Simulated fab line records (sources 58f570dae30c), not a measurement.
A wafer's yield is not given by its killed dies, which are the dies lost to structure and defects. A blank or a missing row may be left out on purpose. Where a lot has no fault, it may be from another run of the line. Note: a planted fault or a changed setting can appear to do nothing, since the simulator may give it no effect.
Check of tool commonality -- flow berkeleyCmos170 -- 38 wafers sampled across 14 lots

== WHY IT WAS OPENED ==
At UCB170_V1_THK_MEAS_01 the reading V1_TEOS_THK is flagged on 2 of 14 lots. No-fault wafers: 2001 nm, standard deviation 32.
Rule: a lot is flagged in two cases, either no wafer of it has a number, or all its wafers with numbers fall more than 4 standard deviations from that mean. The rest of the lots are taken to be sound.

lot,measured,on,"V1_TEOS_THK (nm), wafer by wafer",flag
L996,day 7 04:51,filmMetro-04,2028 2002 2033,
L998,day 7 06:19,filmMetro-04,1977 1976 2016,
L997,day 7 07:26,filmMetro-02,1965 1976 2004,
L100,day 7 17:22,filmMetro-04,1977 2030 1995,
L102,day 8 14:43,filmMetro-04,1990 2004 2001,
L108,day 9 00:24,filmMetro-02,1963 1975 1973,
L105,day 9 00:29,filmMetro-01,1981 2009 2023,
L104,day 9 00:32,filmMetro-02,1965 2033 1981,
L106,day 9 00:32,filmMetro-04,2005 2012 2012,
L109,day 9 00:43,filmMetro-01,2029 2025 2018,
L111,day 9 21:44,filmMetro-01,1991 2029 2022,
L115,day 11 04:37,filmMetro-02,2007 2052 2054,
L114,day 11 04:38,filmMetro-01,3224,FLAGGED
L118,day 11 21:46,filmMetro-04,3281,FLAGGED
On average the flagged lots' numbers are 3252 nm, which is +1252 nm against the usual, or +39 standard deviations.

== TOOL THAT RAN EACH LOT ==
Before the reading, the record contains 2 process steps out of a 331-step route. In each cell: the tool, then ch and the chambers that the sampled wafers went through, then the start.
lot,flag,UCB170_SILICIDE_RTA_04,UCB170_V1_CVD_00
L996,,"rtpAnneal-02 ch 0, day 6 20:39","pecvd-03 ch 0,2, day 7 04:41"
L998,,"rtpAnneal-02 ch 0, day 6 21:01","pecvd-04 ch 0,2, day 7 06:09"
L997,,"rtpAnneal-02 ch 0, day 6 21:39","pecvd-02 ch 0,2, day 7 07:16"
L100,,"rtpAnneal-01 ch 0, day 7 05:44","pecvd-02 ch 0,1,2, day 7 17:12"
L102,,"rtpAnneal-01 ch 0, day 7 19:40","pecvd-03 ch 0,1,2, day 8 14:33"
L108,,"rtpAnneal-01 ch 0, day 8 11:43","pecvd-04 ch 0,2, day 9 00:14"
L105,,"rtpAnneal-02 ch 0, day 8 11:25","pecvd-02 ch 1,2, day 9 00:14"
L104,,"rtpAnneal-02 ch 0, day 8 12:23","pecvd-04 ch 1,2, day 9 00:23"
L106,,"rtpAnneal-01 ch 0, day 8 12:25","pecvd-03 ch 0,1,2, day 9 00:23"
L109,,"rtpAnneal-01 ch 0, day 8 12:09","pecvd-02 ch 1,2, day 9 00:28"
L111,,"rtpAnneal-01 ch 0, day 9 10:31","pecvd-03 ch 0,1, day 9 21:34"
L115,,"rtpAnneal-02 ch 0, day 10 15:34","pecvd-04 ch 0,1, day 11 04:27"
L114,FLAGGED,"rtpAnneal-01 ch 0, day 10 15:36","pecvd-02 ch 0, day 11 04:31"
L118,FLAGGED,"rtpAnneal-02 ch 0, day 11 07:33","pecvd-02 ch 0, day 11 21:39"
What these steps do:
- UCB170_SILICIDE_RTA_04: time 15 s.
- UCB170_V1_CVD_00: deposits SiO2 from TEOS/O2, target thk 2000 nm, time 250 s.
- UCB170_V1_THK_MEAS_01

== FLAGGED AGAINST TOTAL, ONE TOOL AT A TIME (gauges that did the reading follow at the end) ==
step,tool,lots run,flagged,share of the flagged lots,sound lots run after its first flagged lot
UCB170_SILICIDE_RTA_04,rtpAnneal-01,7,1,some,0
UCB170_SILICIDE_RTA_04,rtpAnneal-02,7,1,some,0
UCB170_V1_CVD_00,pecvd-02,6,2,all,0
UCB170_V1_CVD_00,pecvd-03,4,0,none,-
UCB170_V1_CVD_00,pecvd-04,4,0,none,-
UCB170_V1_THK_MEAS_01,filmMetro-01,4,1,some,0
UCB170_V1_THK_MEAS_01,filmMetro-02,4,0,none,-
UCB170_V1_THK_MEAS_01,filmMetro-04,6,1,some,0

== WHAT THE TABLE ALLOWS ==
All flagged lots share 1 row of the table, namely pecvd-02 at UCB170_V1_CVD_00.
- pecvd-02 at UCB170_V1_CVD_00: 2 of its 6 lots flagged. A fault beginning between L109 (day 9 00:28), its last sound lot, and L114 (day 11 04:31), its first flagged one, fits the data. Its own readings (runLengthS) fall more than 4 standard deviations out on all wafers of the flagged lots.
pecvd-02 at UCB170_V1_CVD_00 is the single tool remaining.

== WHAT THE SIMULATOR HAD INSERTED ==
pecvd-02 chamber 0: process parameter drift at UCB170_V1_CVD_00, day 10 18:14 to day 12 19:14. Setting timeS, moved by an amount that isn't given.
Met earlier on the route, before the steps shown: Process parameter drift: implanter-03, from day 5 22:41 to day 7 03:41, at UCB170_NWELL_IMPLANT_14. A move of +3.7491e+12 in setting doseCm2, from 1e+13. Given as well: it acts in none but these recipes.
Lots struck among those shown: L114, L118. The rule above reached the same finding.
